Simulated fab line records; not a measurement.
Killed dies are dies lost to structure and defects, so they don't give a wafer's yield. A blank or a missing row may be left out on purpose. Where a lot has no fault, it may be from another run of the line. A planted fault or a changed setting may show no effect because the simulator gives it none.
Comparing a struck lot with a sound one || flow ritCmos || 23 out of 202 route steps
Sound: wafers L559.2, L559.4, L559.5. The struck wafers were L555.2, L555.4, L555.5. The cause comes at the end.
Each step with rows lists, per side, the tool, then ch with its chambers, then its first start. Under that, the readings that differ: sound wafers || struck wafers || difference of the means || sigmas: that difference in standard deviations of wafers without a fault.
alike: a reading whose means differ by less than 2 such deviations, as well as words and numbers matching on both sides. not compared: withheld readings; readings where some wafer has no value; bounds like >300 that might hide an equal value; numbers whose values overlap and for which the record gives no deviation.
Wherever a step has rows on one side only, a row that says differs or no value, or a row with sigmas, the two part there. Numbers that have no deviation but don't overlap get no sigmas and don't part them. A reading that every wafer of one side lacks parts them only if that side has two wafers or more.

RIT_CONTACT_CD_MEAS_08: the cd target is 1000 nm.
  struck on cdSem-02, day 5 00:10; sound on cdSem-01, day 5 19:58
  alike: cdNm
RIT_CONTACT_OVL_MEAS_09:
  struck on overlay-01, day 5 00:16; sound on overlay-01, day 5 20:04
  alike: CONTACT_OVL
then, 1 step without rows for these wafers: RIT_CONTACT_HARDBAKE_10 (time 60 s).
RIT_CONTACT_ETCH_11: etches SiO2 in CHF3/CF4/Ar, stops on TiSi2, target depth 480 nm, time 320 s.
  sound on rieDiel-02 ch 1,3, day 5 20:15; struck on rieDiel-04 ch 1,3, day 5 00:27
  alike: drypumpMotorCurrentA, oesProductAu, throttleValvePct
  not compared: rfHoursCounterH
RIT_CONTACT_STRIP_12: strips in O2, time 180 s.
  sound on plasmaAsher-02 ch 0,1, day 5 20:26; struck on plasmaAsher-02 ch 0,1, day 5 00:38
  alike: drypumpMotorCurrentA
  not compared: rfHoursCounterH
RIT_CONTACT_CD_MEAS_90: the cd target is 1000 nm.
  struck on cdSem-01, day 5 00:50; sound on cdSem-01, day 5 20:38
  alike: cdNm
then, 2 steps without rows for these wafers: RIT_CONTACT_CLEAN_13 (cleans in SC1, time 600 s); RIT_CONTACT_CLEAN_14 (cleans in SC2, time 600 s).
RIT_M1_SPUTTER_00: material Al, target thk 400 nm, time 500 s.
  struck on pvdSputter-04, day 5 01:18; sound on pvdSputter-01, day 5 21:05
  alike: throttleValvePct
RIT_M1_RS_MEAS_01: measurement is done with a four-point probe.
  struck on filmMetro-04, day 5 01:37; sound on filmMetro-04, day 5 21:24
{"reading": "M1_AL_RS (ohm/sq)", "sound": "0.0744 0.0748 0.0739", "struck": "0.0719 0.0728 0.0722", "difference": -0.0021, "sigmas": -3}
RIT_M1_THK_MEAS_02: measures by xrf.
  struck on filmMetro-04, day 5 01:43; sound on filmMetro-04, day 5 21:31
{"reading": "M1_AL_THK (nm)", "sound": "395 395 398", "struck": "411 404 408", "difference": "+12", "sigmas": "+3"}
then, 1 step without rows for these wafers: RIT_M1_HMDS_03 (prime time 60 s).
RIT_M1_COAT_04: resist thk 1300 nm.
  sound on lithoTrack-03 ch 0, day 5 21:44; struck on lithoTrack-04 ch 0, day 5 01:57
{"reading": "model.NOVOLAK_of_M1_COAT_04.thkNm (nm)", "sound": "1305 1303 1303", "struck": "715.2 717.2 715.7", "difference": -587.6, "sigmas": ""}
then, 4 steps without rows for these wafers: RIT_M1_SOFTBAKE_05 (time 60 s); RIT_M1_EXPOSE_06 (exposes mask M12, target cd 2600 nm); RIT_M1_PEB_07; RIT_M1_DEVELOP_08 (develop time 68 s).
RIT_M1_CD_MEAS_09: the cd target is 2600 nm.
  struck on cdSem-02, day 5 02:40; sound on cdSem-02, day 5 22:28
{"reading": "cdNm (nm)", "sound": "2602.8 2602.4 2601.2", "struck": "2528.3 2531.0 2532.0", "difference": -71.7, "sigmas": -25}
RIT_M1_OVL_MEAS_10:
  struck on overlay-01, day 5 02:47; sound on overlay-01, day 5 22:34
  alike: M1_OVL
then, 1 step without rows for these wafers: RIT_M1_HARDBAKE_11 (time 120 s).
RIT_M1_METAL_ETCH_12: etches Al in Cl2/BCl3, stops on SiO2, time 165 s, target depth 600 nm.
  sound on rieMetal-04 ch 0,1, day 5 22:51; struck on rieMetal-01 ch 0,1, day 5 03:13
{"reading": "oesProductAu (a.u.)", "sound": "0.778 0.745 0.777", "struck": "0.797 0.789 0.782", "difference": "+0.023", "sigmas": "+2"}
{"reading": "model.NOVOLAK_of_M1_COAT_04.thkNm (nm)", "sound": "804.9 807.8 804.9", "struck": "300.5 303.4 301.4", "difference": -504.1, "sigmas": ""}
  alike: drypumpMotorCurrentA, throttleValvePct
  not compared: rfHoursCounterH, model.M1.cdNm
then, 1 step without rows for these wafers: RIT_M1_STRIP_13 (strips in nmp, time 600 s).
RIT_M1_PROBE_99:
  struck on prober-01, day 5 05:32; sound on prober-01, day 6 01:09
{"reading": "model.etest.m1.widthNm (nm)", "sound": "2606 2600 2594", "struck": "2526 2536 2535", "difference": -68, "sigmas": ""}
  alike: defectLimitedYield, killed_at_M0_to_M3, killedAtContacts, killedAtFrontEnd, killedDies, killedOpen, killedShort, sort_bin_3_pad_short, sort_bin_5_function, sort_bin_6_memory, sortNPass, sortYieldPct

## WHERE THEY PART
Earliest at RIT_M1_RS_MEAS_01; latest, in this record, at RIT_M1_METAL_ETCH_12. Later steps at which nothing parts them and some readings are alike: RIT_M1_PROBE_99.

WHY: what the simulator had put in
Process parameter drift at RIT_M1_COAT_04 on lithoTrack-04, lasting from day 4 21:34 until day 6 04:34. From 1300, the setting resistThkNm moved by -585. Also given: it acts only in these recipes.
